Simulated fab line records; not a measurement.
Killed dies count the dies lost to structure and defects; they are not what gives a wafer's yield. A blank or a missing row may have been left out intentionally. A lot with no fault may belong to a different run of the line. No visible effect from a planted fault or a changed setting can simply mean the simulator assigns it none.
Matching of chambers :: flow berkeley cmos170 :: UCB170_V2_CMP_02 on cmp-02: 4 sister chambers
The step polishes SiO2. 8 wafers are shown with their chamber, then 9 later ones without.

WAFERS PAIRED WITH THEIR CHAMBERS
wafer: L674.3
chamber: 2
motor current A (A): 21.1
slurry filter dp kPa (kPa): 13.49

wafer: L677.3
chamber: 0
motor current A (A): 15.9
slurry filter dp kPa (kPa): 13.56

wafer: L677.6
chamber: 3
motor current A (A): 15.2
slurry filter dp kPa (kPa): 13.44

wafer: L676.1
chamber: 2
motor current A (A): 19.0
slurry filter dp kPa (kPa): 13.47

wafer: L676.5
chamber: 3
motor current A (A): 15.3
slurry filter dp kPa (kPa): 13.26

wafer: L680.2
chamber: 1
motor current A (A): 15.9
slurry filter dp kPa (kPa): 13.31

wafer: L680.4
chamber: 0
motor current A (A): 15.9
slurry filter dp kPa (kPa): 13.51

wafer: L680.5
chamber: 1
motor current A (A): 16.0
slurry filter dp kPa (kPa): 13.27

WAFERS WHOSE CHAMBER IS MISSING
wafer: L687.2
motor current A (A): 15.2
slurry filter dp kPa (kPa): 13.59

wafer: L687.4
motor current A (A): 15.2
slurry filter dp kPa (kPa): 13.71

wafer: L687.5
motor current A (A): 20.0
slurry filter dp kPa (kPa): 13.49

wafer: L688.2
motor current A (A): 19.9
slurry filter dp kPa (kPa): 13.56

wafer: L688.3
motor current A (A): 15.1
slurry filter dp kPa (kPa): 13.52

wafer: L688.4
motor current A (A): 16.8
slurry filter dp kPa (kPa): 13.63

wafer: L692.2
motor current A (A): 15.0
slurry filter dp kPa (kPa): 13.64

wafer: L692.3
motor current A (A): 20.1
slurry filter dp kPa (kPa): 13.38

wafer: L692.4
motor current A (A): 16.2
slurry filter dp kPa (kPa): 13.64

EACH ONE'S CHAMBER
wafer: L687.2
from the rows above: 0
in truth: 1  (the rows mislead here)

wafer: L687.4
from the rows above: 0
in truth: 0

wafer: L687.5
from the rows above: 2
in truth: 2

wafer: L688.2
from the rows above: 2
in truth: 2

wafer: L688.3
from the rows above: can't be placed: 0 or 3
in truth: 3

wafer: L688.4
from the rows above: 0
in truth: 0

wafer: L692.2
from the rows above: 0
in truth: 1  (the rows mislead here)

wafer: L692.3
from the rows above: 2
in truth: 2

wafer: L692.4
from the rows above: 0
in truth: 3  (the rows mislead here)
Placed correctly: 5 of 9. Not placeable from these rows: 1 (in 1, the candidates include the true chamber). Number placed wrongly: 3.
How it was worked out, from the rows above alone: a wafer's distance from a chamber is the root of the sum, over the readings, of the square of ((its reading less the chamber's mean) divided by the reading's scatter). The wafer belongs to the nearest chamber; if the next one is less than 2 further off, it can't be placed. For every chamber, the mean is computed from those of its wafers that are shown. The scatter is the square root of a quotient: the sum, over the shown wafers, of each reading's squared deviation from its chamber's mean, divided by wafers minus chambers.
